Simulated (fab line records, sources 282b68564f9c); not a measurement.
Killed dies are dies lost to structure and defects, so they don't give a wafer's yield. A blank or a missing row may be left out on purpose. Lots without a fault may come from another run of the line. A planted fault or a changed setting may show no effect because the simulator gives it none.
Split-lot experiment | flow rit_cmos | 5 lots, 27 wafers read, on a route of 202 steps

THE SPLIT
At RIT_ACTIVE_DEVELOP_10 (develop time 50 s), the setting develop_time_s was moved away from the recipe's 50 s on 12 of the 27 wafers read, by -47.6% to +33.4%. The other wafers ran this setting at the recipe's value.

FROM THE SPLIT TO THE READING: what the file shows between them, 4 steps
- RIT_ACTIVE_CD_MEAS_11: target cd 1400 nm
- RIT_ACTIVE_HARDBAKE_12: time 60 s
- RIT_ACTIVE_ETCH_13: etches Si3N4 in SF6, stops on SiO2, time 210 s, target depth 210 nm
- RIT_ACTIVE_STRIP_14: strips in O2, time 180 s

THE READING
cd_nm, in nm, at RIT_ACTIVE_CD_MEAS_90 (target cd 1400 nm). Fault-free wafers of this fab line usually give 1399.6 nm, standard deviation 2.4 nm.

wafer  | tool, chamber at the split | develop_time_s as run, s | against the recipe | cd_nm, nm | against lot-mates on the recipe
L077.2 | litho_track-04, 0          | 50                       | recipe             | 1402.3    | -
L077.3 | litho_track-04, 0          | 50                       | recipe             | 1401.1    | -
L077.6 | litho_track-04, 0          | 50                       | recipe             | 1401.8    | -
L078.1 | litho_track-04, 0          | 61.07                    | +22.1%             | 1380.2    | -18.7
L078.2 | litho_track-04, 0          | 61.07                    | +22.1%             | 1379.9    | -19.0
L078.3 | litho_track-04, 0          | 50                       | recipe             | 1398.6    | -
L078.4 | litho_track-04, 0          | 50                       | recipe             | 1397.7    | -
L078.5 | litho_track-04, 0          | 50                       | recipe             | 1400.4    | -
L078.6 | litho_track-04, 0          | 61.07                    | +22.1%             | 1378.2    | -20.7
L080.1 | litho_track-02, 0          | 50                       | recipe             | 1397.3    | -
L080.2 | litho_track-02, 0          | 37.17                    | -25.7%             | 1426.7    | +29.1
L080.3 | litho_track-02, 0          | 50                       | recipe             | 1398.5    | -
L080.4 | litho_track-02, 0          | 37.17                    | -25.7%             | 1428.7    | +31.1
L080.5 | litho_track-02, 0          | 50                       | recipe             | 1397.1    | -
L080.6 | litho_track-02, 0          | 37.17                    | -25.7%             | 1429.9    | +32.3
L081.1 | litho_track-02, 0          | 50                       | recipe             | 1399.1    | -
L081.2 | litho_track-02, 0          | 66.7                     | +33.4%             | 1370.9    | -28.9
L081.3 | litho_track-02, 0          | 66.7                     | +33.4%             | 1371.5    | -28.3
L081.4 | litho_track-02, 0          | 50                       | recipe             | 1398.5    | -
L081.5 | litho_track-02, 0          | 66.7                     | +33.4%             | 1370.7    | -29.1
L081.6 | litho_track-02, 0          | 50                       | recipe             | 1401.7    | -
L084.1 | litho_track-04, 0          | 50                       | recipe             | 1402.1    | -
L084.2 | litho_track-04, 0          | 50                       | recipe             | 1398.9    | -
L084.3 | litho_track-04, 0          | 26.22                    | -47.6%             | 1475.3    | +74.6
L084.4 | litho_track-04, 0          | 26.22                    | -47.6%             | 1472.4    | +71.7
L084.5 | litho_track-04, 0          | 50                       | recipe             | 1401.1    | -
L084.6 | litho_track-04, 0          | 26.22                    | -47.6%             | 1471.8    | +71.1

THE FIT
A straight line over all 27 wafers: cd_nm changes by -1.23 nm for each +1% of develop_time_s; r = -0.98; the points scatter about the line by 6.4 nm.
The same after taking each lot's own level away (the mean of its wafers on the recipe; 27 wafers): -1.23 nm for each +1%; r = -0.98; scatter 6 nm.
On that fit, the largest move of develop_time_s shifts the reading by 58 nm.
The lots' own levels span 1397.63 to 1401.73 nm, that is 1.7 times the standard deviation above.
So the lot-to-lot level changes the slope little: the two slopes agree.
Check: with one of the wafers moved furthest among these (-47.6%) left out of the fit, the line predicts +59.2 nm for it against its lot-mates. It came out at +74.6 nm against them.

THE WHOLE CHAIN: every reading that the file lists as answering this split, in the file's order
step                  | what it does                                                        | reading                                                                   | change (the file's fit)              | r (the file's)
RIT_ACTIVE_CD_MEAS_11 | target cd 1400 nm                                                   | cd_nm                                                                     | -1.25 nm for each +1% of the setting | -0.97
RIT_ACTIVE_ETCH_13    | etches Si3N4 in SF6, stops on SiO2, time 210 s, target depth 210 nm | ACTIVE.cd_nm (the simulator's own value, which no gauge read)             | -1.24 nm for each +1% of the setting | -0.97
RIT_ACTIVE_CD_MEAS_90 | target cd 1400 nm                                                   | cd_nm                                                                     | -1.24 nm for each +1% of the setting | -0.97
RIT_M1_PROBE_99       |                                                                     | etest.nplus_sal.width_nm (the simulator's own value, which no gauge read) | -1.51 nm for each +1% of the setting | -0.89

THE FILE'S OWN FIT
cd_nm changes by -1.24 nm for each +1% of develop_time_s, r = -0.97.
